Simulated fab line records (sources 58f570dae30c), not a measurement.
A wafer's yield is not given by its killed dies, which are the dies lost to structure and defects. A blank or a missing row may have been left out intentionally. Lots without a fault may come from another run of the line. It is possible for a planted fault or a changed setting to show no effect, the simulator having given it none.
Which tool did it?	flow berkeley cmos170	Sampling: 14 lots, 42 wafers, 3 of 331 route steps

== WHAT THE GAUGES SHOWED, per wafer ==
UCB170_NWELL_THK_MEAS_05.
lot	measured	on	NWELL_NITRIDE_THK (nm)
L939	day 2 15:07	film metro-03	225.2 223.9 226.4
L940	day 3 02:41	film metro-03	227.4 225.3 226.3
L941	day 3 14:19	film metro-04	223.4 226.1 224.3
L942	day 3 14:20	film metro-01	227.6 225.5 225.9
L943	day 3 23:13	film metro-04	226.4 225.2 225.0
L944	day 3 23:17	film metro-04	222.5 222.2 222.1
L946	day 4 11:29	film metro-01	226.6 226.5 226.4
L945	day 4 11:30	film metro-03	228.0 227.4 227.0
L949	day 5 13:28	film metro-01	220.7 220.2 221.1
L952	day 5 18:04	film metro-01	229.9 228.9 228.1
L954	day 6 01:50	film metro-04	223.0 222.1 221.9
L957	day 6 06:45	film metro-03	229.0 227.5 228.2
L958	day 6 11:28	film metro-03	221.4 223.4 222.4
L959	day 6 20:35	film metro-03	224.6 223.7 223.3

UCB170_PWELL_THK_MEAS_03.
lot	measured	on	PWELL_OXIDE_THK (nm)
L939	day 3 03:53	film metro-04	26.4 26.4 26.4
L940	day 3 20:44	film metro-04	27.1 26.3 26.3
L941	day 4 04:38	film metro-04	26.6 26.5 26.1
L942	day 4 04:36	film metro-02	25.9 26.0 26.0
L943	day 4 21:12	film metro-04	26.6 26.6 26.7
L944	day 4 21:12	film metro-01	26.6 27.2 26.9
L946	day 4 21:14	film metro-02	25.6 26.3 26.8
L945	day 4 21:17	film metro-04	26.2 26.2 26.2
L949	day 6 01:00	film metro-04	25.7 25.9 25.5
L952	day 6 05:07	film metro-01	27.1 26.8 26.7
L954	day 6 13:42	film metro-02	26.6 26.4 26.7
L957	day 6 19:13	film metro-01	26.6 26.6 26.7
L958	day 6 23:00	film metro-02	26.2 25.8 25.6
L959	day 7 12:46	film metro-02	25.4 26.0 25.3

UCB170_ACTIVE_THK_MEAS_03.
lot	measured	on	ACTIVE_OXIDE_THK (nm)
L939	day 5 03:37	film metro-01	26.4 26.1 26.2
L940	day 5 11:59	film metro-02	25.7 26.2 25.5
L941	day 5 21:19	film metro-01	26.8 27.1 26.6
L942	day 5 21:20	film metro-03	26.3 26.1 26.3
L943	day 6 07:47	film metro-01	26.5 26.5 26.8
L944	day 6 07:47	film metro-02	26.8 27.2 26.4
L946	day 6 07:51	film metro-02	26.3 26.5 25.9
L945	day 6 07:48	film metro-03	26.5 26.4 26.8
L949	day 7 10:05	film metro-02	27.3 26.6 27.5
L952	day 7 10:02	film metro-03	26.7 27.1 26.7
L954	day 7 21:34	film metro-01	26.3 26.2 26.1
L957	day 8 04:20	film metro-01	26.1 26.4 26.6
L958	day 8 08:31	film metro-02	25.8 25.9 26.4
L959	day 8 23:38	film metro-03	26.5 26.0 26.2

== WHAT TOOL EACH LOT RAN ON (gives the tool, then ch and the chambers of the sampled wafers, and finally the start) ==
There is no process step in the record ahead of these readings.

== WHAT THE TOOLS THEMSELVES READ (means of the sampled wafers that have a number; where no wafer has one, the mark that the record gives instead) ==
The record holds no such reading with a usual standard deviation.

== THE ANSWER, worked out from the rows above alone ==
Rule: the usual values come from the lots themselves. The widest of any qualifying gaps counts: lots, ordered by their means at a reading, are off when they make up no more than a third of the lots, leave a main group of 4 or more, and stand apart from it by 3 or more times the standard deviation of that group's means. Not used: any main group whose means are identical at the precision the tables above print for the reading. Also off: a lot with no number at a reading for which 4 or more lots have one. All remaining lots with rows at the step are treated as sound. First the gauges in route order, then the tools' own readings, where a lot's mean is used as printed above. The first step at which some lot is off is used, and at that step the reading that is off furthest; a lot without a number counts as furthest.
None of the lots is off at any reading shown; this tells nothing.

== WHAT THE SIMULATOR HAD PUT IN ==
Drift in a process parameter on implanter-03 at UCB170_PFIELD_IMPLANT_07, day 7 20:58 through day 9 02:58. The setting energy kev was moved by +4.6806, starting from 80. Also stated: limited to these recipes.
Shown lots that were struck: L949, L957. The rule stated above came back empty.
